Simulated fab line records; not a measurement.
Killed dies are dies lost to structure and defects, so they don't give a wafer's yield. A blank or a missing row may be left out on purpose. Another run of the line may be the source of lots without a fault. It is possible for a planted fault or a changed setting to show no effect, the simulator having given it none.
Chamber matching    flow rit-cmos    RIT_ACTIVE_ETCH_13 on rie-diel-03: 4 sister chambers
The step etches Si3N4 in SF6, stops on SiO2, time 210 s, target depth 210 nm. 4 wafers are shown with their chamber, then 7 later ones without.

## WAFERS PAIRED WITH THEIR CHAMBERS
wafer   chamber  throttle-valve-pct (%)
L547.1  1        7.63
L547.5  2        7.39
L548.1  0        7.51
L548.2  3        7.36

## WAFERS MISSING THEIR CHAMBER
wafer   throttle-valve-pct (%)
L548.5  7.41
L549.3  7.42
L549.4  7.36
L549.5  7.48
L550.3  7.36
L550.4  7.49
L550.5  7.50

## CHAMBER TAKEN BY EACH
wafer   from the rows above      in truth
L548.5  can't be placed: 2 or 3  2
L549.3  can't be placed: 2 or 3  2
L549.4  can't be placed: 3 or 2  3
L549.5  0                        0
L550.3  can't be placed: 3 or 2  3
L550.4  0                        0
L550.5  0                        0
Placed correctly: 3 of 7. Not placeable from these rows: 4 (in 4, the candidates include the true chamber). Number placed wrongly: 0.
How it was worked out, from the rows above alone: a wafer's distance from a chamber is the root of the sum, over the readings, of the square of ((its reading less the chamber's mean) divided by the reading's scatter). If the next closest chamber is less than 2 further off than the closest, the wafer can't be placed; otherwise it belongs to the closest. A chamber's mean is the mean of its shown wafers. The scatter: with one shown wafer a chamber, the root of the mean of the squares of how far each hidden wafer lies from its nearest shown one.
